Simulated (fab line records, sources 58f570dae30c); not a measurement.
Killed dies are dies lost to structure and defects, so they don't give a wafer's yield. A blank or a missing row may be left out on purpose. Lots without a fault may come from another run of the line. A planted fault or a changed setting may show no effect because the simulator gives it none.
Which tool did it? | flow berkeley_cmos170 | 6 lots, 18 wafers sampled, at 2 steps of a route of 331

WHAT THE GAUGES READ, wafer by wafer
UCB170_SILICIDE_RS_MEAS_02: measures by four-point-probe.
lot  | measured     | on            | SILICIDE_TI_RS (ohm/sq)
L691 | day 9 14:50  | film_metro-02 | 16.7 16.9 16.7
L693 | day 10 15:43 | film_metro-02 | 26.1 25.9 25.7
L695 | day 11 02:52 | film_metro-02 | 27.1 26.5 26.4
L699 | day 11 14:12 | film_metro-02 | 26.4 25.4 25.6
L701 | day 12 13:38 | film_metro-03 | 26.7 25.9 26.9
L703 | day 12 16:50 | film_metro-02 | 25.9 26.3 26.4

WHICH TOOL RAN EACH LOT (tool, then ch and the chambers of the sampled wafers, then the start)
lot  | UCB170_SILICIDE_SPUTTER_01
L691 | pvd_sputter-01, day 9 14:48
L693 | pvd_sputter-04, day 10 15:40
L695 | pvd_sputter-02, day 11 02:50
L699 | pvd_sputter-02, day 11 14:10
L701 | pvd_sputter-02, day 12 13:35
L703 | pvd_sputter-04, day 12 16:48
- UCB170_SILICIDE_SPUTTER_01: material Ti, target thk 30 nm, time 25 s.

THE ANSWER, worked out from the rows above alone
Rule: what is usual is taken from the lots themselves. Put in order of their means at a reading, lots are off if they are a third of the lots or fewer, leave a main group of 4 or more, and stand apart from it by a gap of 3 or more times the standard deviation of the main group's means; of several such gaps the widest counts. A main group whose means are all the same, to the digits that the tables above print for the reading, isn't used. A lot without any number at a reading at which 4 lots or more have one is off too. The other lots that the step has rows for count as sound.
Off: L691, at UCB170_SILICIDE_RS_MEAS_02 (SILICIDE_TI_RS). The main group: mean 26.2 ohm/sq, standard deviation 0.33.
A tool fits if, at a process step before that reading, it ran every lot that is off, and no sound lot after the first of them. The gauges at UCB170_SILICIDE_RS_MEAS_02 are tried like those tools. One fits: pvd_sputter-01 at UCB170_SILICIDE_SPUTTER_01. It ran no sound lot before its first lot that is off in this sample, so the start can't be narrowed down.

WHAT THE SIMULATOR HAD PUT IN
Process parameter drift: pvd_sputter-01, from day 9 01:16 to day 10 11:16, at UCB170_SILICIDE_SPUTTER_01. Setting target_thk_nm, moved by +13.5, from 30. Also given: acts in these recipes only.
Lots struck among those shown: L691. The rule above found the same.
